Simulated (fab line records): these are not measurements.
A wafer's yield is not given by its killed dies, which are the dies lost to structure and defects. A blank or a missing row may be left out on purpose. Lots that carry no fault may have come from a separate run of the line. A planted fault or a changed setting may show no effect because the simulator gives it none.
Comparing a struck lot with a sound one	flow rit_cmos	14 steps out of a route of 202
Sound: these wafers, L123.3, L123.4, L123.5. Wafers L126.2, L126.3, L126.5 were the ones struck. The cause is given at the end.
Order at every step that has rows: each side's tool, ch and its chambers, its first start. Under that, the readings that differ: sound wafers	struck wafers	difference of the means	sigmas: that difference in standard deviations of wafers without a fault.
alike: words and numbers the same on both sides, and readings whose means are apart by under 2 such deviations; not compared: readings that were withheld, readings missing a value for some wafer, numbers with overlapping values and no deviation given by the record, and bounds like >300 which may hide the same value.
A row with sigmas, a row that says differs or no value, or rows on one side alone: a step with any of these is where the two part. When numbers do not overlap yet have no deviation, they are printed without sigmas and do not part them. A reading missing from all wafers of one side parts the sides only when that side holds two or more wafers.

first, 2 steps without rows for these wafers: RIT_NWELL_PEB_04; RIT_NWELL_DEVELOP_05 (develop time 68 s).
RIT_NWELL_OVL_MEAS_06:
  struck on overlay-02, day 3 17:41; sound on overlay-01, day 3 02:16
  alike: NWELL_OVL
then, 2 steps without rows for these wafers: RIT_NWELL_HARDBAKE_07 (time 120 s); RIT_NWELL_IMPLANT_08.
RIT_NWELL_STRIP_09: strips in O2, time 180 s.
  sound on plasma_asher-03 ch 0,1, day 3 02:45; struck on plasma_asher-02 ch 0,1, day 3 18:07
  alike: chamber_pressure_mTorr, drypump_motor_current_A
  not compared: rf_hours_counter_h
RIT_NWELL_TW_MEAS_10:
  struck on film_metro-02, day 3 18:19; sound on film_metro-03, day 3 02:53
  alike: NWELL_TW
then, 5 steps without rows for these wafers: RIT_PWELL_HMDS_00 (prime time 60 s); RIT_PWELL_COAT_01 (resist thk 1300 nm); RIT_PWELL_SOFTBAKE_02 (time 60 s); RIT_PWELL_EXPOSE_03 (exposes mask M3, target cd 43700 nm); RIT_PWELL_PEB_04.
RIT_PWELL_DEVELOP_05: develop time 68 s.
  struck on litho_track-02, day 3 19:00; sound on litho_track-04 ch 0, day 3 03:00
  no value came back on the struck wafers for chill_plate_temp_C (C), develop_time_s (s), exhaust_pa (Pa); on the sound wafers chill_plate_temp_C (C) reads 22.94 22.99 22.89
RIT_PWELL_OVL_MEAS_06:
  struck on overlay-02, day 3 19:14; sound on overlay-02, day 3 03:49
reading	sound	struck	difference	sigmas
PWELL_OVL (nm)	1.7 0.0 -0.5	- - -	no value on the struck wafers	

== WHERE THEY PART ==
At RIT_PWELL_DEVELOP_05 first; at RIT_PWELL_OVL_MEAS_06 last (within this record only).

WHY: what had been put in by the simulator
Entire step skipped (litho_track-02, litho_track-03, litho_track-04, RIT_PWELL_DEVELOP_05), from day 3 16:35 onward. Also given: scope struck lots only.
